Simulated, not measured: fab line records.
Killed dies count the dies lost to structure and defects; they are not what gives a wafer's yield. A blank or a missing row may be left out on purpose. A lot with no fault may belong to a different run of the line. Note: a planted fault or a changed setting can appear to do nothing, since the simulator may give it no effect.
A lot that was struck, set against a sound lot ; flow rit cmos ; 15 out of 202 route steps
Sound: the wafers L617.2, L617.3, L617.5. Wafers struck: L619.1, L619.5, L619.6. The cause is given at the end.
Per side, at each step with rows, come the tool, then ch with its chambers, and then its first start. Under that, the readings that differ: sound wafers ; struck wafers ; difference of the means ; sigmas: that difference in standard deviations of wafers without a fault.
alike: words and numbers the same on both sides, and readings whose means are apart by under 2 such deviations; not compared: readings that were withheld, readings missing a value for some wafer, numbers with overlapping values and no deviation given by the record, and bounds like >300 which may hide the same value.
A row with sigmas, a row that says differs or no value, or rows on one side alone: a step with any of these is where the two part. When numbers do not overlap yet have no deviation, they are printed without sigmas and do not part them. A reading missing from all wafers of one side parts the sides only when that side holds two or more wafers.

first, 2 steps without rows for these wafers: RIT_NWELL_PEB_04; RIT_NWELL_DEVELOP_05 (develop time 68 s).
RIT_NWELL_OVL_MEAS_06:
  struck on overlay-02, day 3 07:32; sound on overlay-02, day 2 23:46
  alike: NWELL_OVL
then, 2 steps without rows for these wafers: RIT_NWELL_HARDBAKE_07 (time 120 s); RIT_NWELL_IMPLANT_08.
RIT_NWELL_STRIP_09: strips in O2, time 180 s.
  sound on plasma asher-02 ch 0,1, day 3 00:11; struck on plasma asher-02 ch 0,1, day 3 07:58
  alike: drypump motor current A
  not compared: rf hours counter h
RIT_NWELL_TW_MEAS_10:
  struck on film metro-01, day 3 08:09; sound on film metro-02, day 3 00:23
  alike: NWELL_TW
then, 5 steps without rows for these wafers: RIT_PWELL_HMDS_00 (prime time 60 s); RIT_PWELL_COAT_01 (resist thk 1300 nm); RIT_PWELL_SOFTBAKE_02 (time 60 s); RIT_PWELL_EXPOSE_03 (exposes mask M3, target cd 43700 nm); RIT_PWELL_PEB_04.
RIT_PWELL_DEVELOP_05: develop time 68 s.
  sound on litho track-02 ch 0, day 3 01:00; struck on litho track-04 ch 0, day 3 08:00
reading;sound;struck;difference;sigmas
developer temp C (C);22.97 22.99 23.10;25.29 25.41 25.27;+2.30;+24
RIT_PWELL_OVL_MEAS_06:
  struck on overlay-01, day 3 09:05; sound on overlay-02, day 3 01:19
  alike: PWELL_OVL
RIT_M1_PROBE_99:
  struck on prober-02, day 4 22:50; sound on prober-02, day 4 15:29
  alike: killed at contacts, killed at front end, killed dies, killed open, killed short

WHERE THEY PART
At RIT_PWELL_DEVELOP_05 and nowhere else, as far as this record goes. Later steps at which nothing parts them and some readings are alike: RIT_PWELL_OVL_MEAS_06, RIT_M1_PROBE_99.

WHY: whatever the simulator had introduced
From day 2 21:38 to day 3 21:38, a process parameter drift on litho track-04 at RIT_PWELL_DEVELOP_05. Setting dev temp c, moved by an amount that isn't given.
